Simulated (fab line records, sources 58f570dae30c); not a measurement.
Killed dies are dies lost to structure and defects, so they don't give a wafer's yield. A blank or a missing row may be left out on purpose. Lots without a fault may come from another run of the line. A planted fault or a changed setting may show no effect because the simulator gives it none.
Chamber matching | flow berkeley_cmos170 | UCB170_V2_CMP_02 on cmp-01: 4 sister chambers
The step polishes SiO2. 4 wafers are shown with their chamber, then 9 later ones without.

WAFERS WITH THEIR CHAMBER
wafer  | chamber | motor_current_A (A)
L410.2 | 3       | 15.6
L413.1 | 1       | 17.0
L413.4 | 2       | 14.6
L413.5 | 0       | 15.1

WAFERS WITHOUT THEIR CHAMBER
wafer  | motor_current_A (A)
L415.1 | 15.2
L415.4 | 15.7
L415.5 | 17.0
L419.4 | 14.5
L419.5 | 14.9
L419.6 | 14.1
L425.3 | 16.4
L425.5 | 14.5
L425.6 | 15.3

WHICH CHAMBER EACH WENT THROUGH
wafer  | from the rows above          | in truth
L415.1 | can't be placed: 0 or 3 or 2 | 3
L415.4 | can't be placed: 3 or 0      | 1
L415.5 | 1                            | 1
L419.4 | can't be placed: 2 or 0      | 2
L419.5 | can't be placed: 0 or 2 or 3 | 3
L419.6 | can't be placed: 2 or 0      | 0
L425.3 | can't be placed: 1 or 3      | 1
L425.5 | can't be placed: 2 or 0      | 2
L425.6 | can't be placed: 0 or 3 or 2 | 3
Placed correctly: 1 of 9. Can't be placed from these rows: 8 (the true chamber is among the candidates in 7). Placed wrongly: 0.
How it was worked out, from the rows above alone: a wafer's distance from a chamber is the root of the sum, over the readings, of the square of ((its reading less the chamber's mean) divided by the reading's scatter). The wafer belongs to the nearest chamber; if the next one is less than 2 further off, it can't be placed. A chamber's mean is the mean of its shown wafers. The scatter: with one shown wafer a chamber, the root of the mean of the squares of how far each hidden wafer lies from its nearest shown one.
